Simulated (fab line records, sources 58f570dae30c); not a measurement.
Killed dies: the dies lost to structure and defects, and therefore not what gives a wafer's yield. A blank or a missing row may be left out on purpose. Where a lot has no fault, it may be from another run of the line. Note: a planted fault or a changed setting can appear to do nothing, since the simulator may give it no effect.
One fault seen from 2 desks || flow berkeleyCmos170 || every desk sees just its own numbers, and what lay behind them comes last

== THE METROLOGY DESK ==
What the gauges read for every lot (on any tool): the sampled wafers with a number, averaged. A lot is out of limits, marked OUT, if its mean lies more than 4 standard deviations from the usual mean; the brackets give that distance.
Columns: A = PVT_OVL at UCB170_PVT_OVL_MEAS_06, usual -4 nm; B = PSD_RS at UCB170_SDANNEAL_RS_MEAS_02, usual 75.48 ohm/sq; C = NSD_RS at UCB170_SDANNEAL_RS_MEAS_03, usual 37.27 ohm/sq; D = PLDD_RS at UCB170_SDANNEAL_RS_MEAS_04, usual 1030.0 ohm/sq
{"lot": "L448", "first seen here": "day 6 20:25", "A": -4, "B": 75.21, "C": 37.20, "D": 1025.1}
{"lot": "L447", "first seen here": "day 6 20:46", "A": -6, "B": 75.95, "C": 37.30, "D": 1032.8}
{"lot": "L446", "first seen here": "day 6 21:03", "A": -7, "B": 75.23, "C": 37.34, "D": 1030.2}
{"lot": "L449", "first seen here": "day 7 12:19", "A": 0, "B": 75.68, "C": 37.10, "D": 1033.0}
{"lot": "L450", "first seen here": "day 7 12:35", "A": 0, "B": 75.51, "C": 37.28, "D": 1029.0}
{"lot": "L452", "first seen here": "day 7 23:29", "A": 0, "B": 75.52, "C": 37.34, "D": 1025.9}
{"lot": "L451", "first seen here": "day 7 23:35", "A": -4, "B": 75.79, "C": 37.11, "D": 1027.8}
{"lot": "L456", "first seen here": "day 8 21:20", "A": 4, "B": "84.40 (+32) OUT", "C": "38.41 (+11) OUT", "D": 1036.2}
{"lot": "L458", "first seen here": "day 9 08:24", "A": -7, "B": "83.83 (+30) OUT", "C": "38.36 (+11) OUT", "D": 1041.5}
{"lot": "L459", "first seen here": "day 9 15:34", "A": 4, "B": 75.44, "C": 37.30, "D": 1032.3}
{"lot": "L461", "first seen here": "day 10 00:34", "A": -4, "B": 75.19, "C": 37.26, "D": 1032.6}
{"lot": "L464", "first seen here": "day 10 23:33", "A": -3, "B": 75.61, "C": 37.31, "D": 1030.9}
{"lot": "L466", "first seen here": "day 11 04:01", "A": -4, "B": 75.22, "C": 37.24, "D": 1026.9}
{"lot": "L469", "first seen here": "day 11 14:19", "A": -2, "B": 75.53, "C": 37.41, "D": 1036.3}
This desk's result: L456, L458 out of limits, first on L456 (PSD_RS at UCB170_SDANNEAL_RS_MEAS_02), day 10 07:41. In limits: L448, L447, L446, L449, L450, L452, L451, L459, L461, L464, L466, L469.

== THE TOOL OWNER'S DESK: rtpAnneal-01 ==
Per lot that ran on this tool, the mean of the sampled wafers carrying a number, from the tool's own readings at UCB170_SDANNEAL_RTA_01 (time 5 s). A lot is out of limits, marked OUT, if its mean lies more than 4 standard deviations from the usual mean; the brackets give that distance.
Columns: A = lampPowerPct at UCB170_SDANNEAL_RTA_01, usual 42 %; B = wafer_temp_C_max at UCB170_SDANNEAL_RTA_01, usual 1055.9
{"lot": "L448", "first seen here": "day 8 10:27", "A": 37, "B": 1054.8}
{"lot": "L447", "first seen here": "day 8 10:52", "A": 37, "B": 1054.0}
{"lot": "L449", "first seen here": "day 8 18:43", "A": 37, "B": 1054.3}
{"lot": "L452", "first seen here": "day 9 13:41", "A": 37, "B": 1053.6}
{"lot": "L456", "first seen here": "day 10 07:37", "A": 35, "B": 1054.1}
{"lot": "L458", "first seen here": "day 10 12:38", "A": 35, "B": 1055.6}
Finding of this desk: none of the 6 lots has anything out of limits.

== TAKEN TOGETHER ==
At day 10 07:41 the metrology desk could have sounded an alarm, on L456, L458.
The tool owner's desk saw nothing out of limits.
Tool owner's desk: L456, L458 on record, inside its limits.
All the named lots went through UCB170_SDANNEAL_RTA_01 on rtpAnneal-01.

== WHAT THE SIMULATOR PUT IN ==
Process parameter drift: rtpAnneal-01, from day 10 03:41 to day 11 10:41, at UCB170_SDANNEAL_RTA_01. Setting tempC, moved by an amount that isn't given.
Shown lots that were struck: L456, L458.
Per desk, hours elapsed from the start of the fault to the first reading out of limits: for the metrology desk, 4.
